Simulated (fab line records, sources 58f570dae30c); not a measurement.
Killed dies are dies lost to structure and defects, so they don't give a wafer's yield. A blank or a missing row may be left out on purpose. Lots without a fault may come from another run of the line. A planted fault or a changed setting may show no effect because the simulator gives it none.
Which tool did it? | flow berkeley_cmos170 | 15 lots, 45 wafers sampled, at 2 steps of a route of 331

WHAT THE GAUGES READ, wafer by wafer
UCB170_NWELL_TW_MEAS_16.
lot  | measured    | on            | NWELL_TW
L205 | day 2 05:34 | film_metro-03 | 1246 1251 1252
L206 | day 2 14:01 | film_metro-02 | 1240 1228 1235
L207 | day 3 00:20 | film_metro-02 | 1235 1233 1240
L208 | day 3 07:32 | film_metro-02 | 1233 1230 1233
L210 | day 3 12:38 | film_metro-03 | 1238 1232 1236
L213 | day 4 03:58 | film_metro-04 | 1250 1252 1251
L214 | day 4 10:41 | film_metro-04 | 1253 1249 1243
L215 | day 4 17:59 | film_metro-03 | 1496 1492 1492
L217 | day 5 01:05 | film_metro-04 | 1499 1495 1490
L220 | day 5 09:31 | film_metro-04 | 1496 1494 1496
L218 | day 5 09:50 | film_metro-04 | 1244 1249 1237
L223 | day 6 03:02 | film_metro-02 | 1225 1234 1230
L224 | day 6 15:00 | film_metro-02 | 1240 1237 1242
L226 | day 6 21:54 | film_metro-02 | 1232 1237 1235
L227 | day 7 04:37 | film_metro-04 | 1243 1236 1238

WHICH TOOL RAN EACH LOT (tool, then ch and the chambers of the sampled wafers, then the start)
lot  | UCB170_NWELL_IMPLANT_14
L205 | implanter-02 ch 0, day 2 05:18
L206 | implanter-03 ch 0, day 2 13:46
L207 | implanter-02 ch 0, day 3 00:05
L208 | implanter-02 ch 0, day 3 07:17
L210 | implanter-02 ch 0, day 3 12:24
L213 | implanter-04 ch 0, day 4 03:43
L214 | implanter-04 ch 0, day 4 10:26
L215 | implanter-02 ch 0, day 4 17:46
L217 | implanter-02 ch 0, day 5 00:50
L220 | implanter-02 ch 0, day 5 09:19
L218 | implanter-04 ch 0, day 5 09:37
L223 | implanter-04 ch 0, day 6 02:47
L224 | implanter-04 ch 0, day 6 14:45
L226 | implanter-03 ch 0, day 6 21:39
L227 | implanter-03 ch 0, day 7 04:22
- UCB170_NWELL_IMPLANT_14

WHAT THE TOOLS THEMSELVES READ (means of the sampled wafers that have a number; where no wafer has one, the mark that the record gives instead)
UCB170_NWELL_IMPLANT_14.
lot  | tool         | dose_ions_cm2 | faraday_current_uA | tilt_deg (degrees)
L205 | implanter-02 | 1e+13         | 31.8               | 7.029
L206 | implanter-03 | 1e+13         | 32.2               | 7.005
L207 | implanter-02 | 1e+13         | 31.7               | 6.974
L208 | implanter-02 | 1e+13         | 32.0               | 7.006
L210 | implanter-02 | 1e+13         | 31.6               | 6.998
L213 | implanter-04 | 1e+13         | 32.0               | 7.011
L214 | implanter-04 | 1e+13         | 31.5               | 6.984
L215 | implanter-02 | 2e+13         | 56.0               | 7.013
L217 | implanter-02 | 2e+13         | 56.3               | 7.015
L220 | implanter-02 | 2e+13         | 57.2               | 6.992
L218 | implanter-04 | 1e+13         | 32.5               | 6.978
L223 | implanter-04 | 1e+13         | 31.7               | 6.991
L224 | implanter-04 | 1e+13         | 31.6               | 7.006
L226 | implanter-03 | 1e+13         | 31.5               | 7.023
L227 | implanter-03 | 1e+13         | 31.4               | 7.009

THE ANSWER, worked out from the rows above alone
Rule: what is usual is taken from the lots themselves. Put in order of their means at a reading, lots are off if they are a third of the lots or fewer, leave a main group of 4 or more, and stand apart from it by a gap of 3 or more times the standard deviation of the main group's means; of several such gaps the widest counts. A main group whose means are all the same, to the digits that the tables above print for the reading, isn't used. A lot without any number at a reading at which 4 lots or more have one is off too. The other lots that the step has rows for count as sound. The gauges are gone through in route order, then the tools' own readings, and for those a lot's mean is taken as printed above. The first step at which some lot is off is used, and at that step the reading that is off furthest; a lot without a number counts as furthest.
Off: L215, L217, L220, at UCB170_NWELL_TW_MEAS_16 (NWELL_TW). The main group: mean 1239, standard deviation 6.8.
A tool fits if, at a process step before that reading, it ran every lot that is off, and no sound lot after the first of them. The gauges at UCB170_NWELL_TW_MEAS_16 aren't tried: what is off there is off at UCB170_NWELL_IMPLANT_14 too, on other tools, and a gauge's error can't cause that. One fits: implanter-02 at UCB170_NWELL_IMPLANT_14. Its last sound lot is L210 (day 3 12:24), its first lot that is off L215 (day 4 17:46): a fault that began between those two fits.
The tool's own readings at UCB170_NWELL_IMPLANT_14 bear it out: on the lots that are off they differ by more than 5 times the standard deviation of the sound lots' means. dose_ions_cm2 reads 2e+13 there against 1e+13 on the sound lots; faraday_current_uA reads 56.5 there against 31.8 on the sound lots.

WHAT THE SIMULATOR HAD PUT IN
Process parameter drift: implanter-02, from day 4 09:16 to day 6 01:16, at UCB170_NWELL_IMPLANT_14. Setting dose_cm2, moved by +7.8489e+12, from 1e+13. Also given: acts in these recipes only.
Lots struck among those shown: L215, L217, L220. The rule above found the same.
